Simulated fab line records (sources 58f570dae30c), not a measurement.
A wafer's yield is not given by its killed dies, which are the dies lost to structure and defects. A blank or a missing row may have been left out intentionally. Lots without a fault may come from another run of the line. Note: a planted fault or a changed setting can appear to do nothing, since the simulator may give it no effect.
Chamber matching	flow berkeleyCmos170	UCB170_GATE_ETCH_14 on rieDiel-02 has 4 sister chambers
The step etches BARC in N2/H2. 16 wafers are shown with their chamber, then 8 later ones without.

## WAFERS WITH THEIR CHAMBER
wafer	chamber	throttleValvePct (%)	oesProductAu (a.u.)
L577.2	0	13.22	1.019
L577.4	3	13.40	1.017
L577.6	2	13.07	0.977
L578.1	0	13.20	1.021
L578.4	3	13.40	1.014
L578.5	2	13.09	0.971
L579.3	1	13.35	0.967
L579.4	2	13.08	0.979
L579.5	2	13.08	0.971
L583.2	0	13.20	1.017
L583.4	1	13.36	0.970
L583.6	1	13.36	0.965
L584.2	0	13.21	1.023
L584.4	1	13.37	0.976
L584.5	1	13.34	0.966
L586.1	0	13.21	1.028

SIGNATURES (means of the wafers above)
reading	chamber 0	chamber 1	chamber 2	chamber 3	scatter within a chamber
throttleValvePct	13.2080	13.3560	13.0800	13.4000	0.00913
oesProductAu	1.02160	0.96880	0.97450	1.01550	0.00414
Rule: a wafer's distance from a chamber is the root of the sum, over the readings, of the square of ((its reading less the chamber's mean) divided by the reading's scatter). The wafer belongs to the nearest chamber; if the next one is less than 2 further off, it can't be placed. How the scatter is found: for the shown wafers, subtract from each reading the mean of its chamber, square and add these, divide the total by (wafers less chambers), then take the root.

## WAFERS WITH NO CHAMBER GIVEN
wafer	throttleValvePct (%)	oesProductAu (a.u.)
L586.3	13.41	1.023
L586.4	13.06	0.983
L590.1	13.23	1.020
L590.5	13.22	1.019
L590.6	13.08	0.978
L600.1	13.09	0.983
L600.2	13.23	1.012
L600.5	13.06	0.982

## WHICH CHAMBER EACH ONE RAN IN
wafer	from the rows above	in truth
L586.3	3	3
L586.4	2	2
L590.1	0	0
L590.5	0	0
L590.6	2	2
L600.1	2	2
L600.2	0	0
L600.5	2	2
Correctly placed: 8 of 8. From these rows, 0 cannot be placed. 0 placed wrongly.
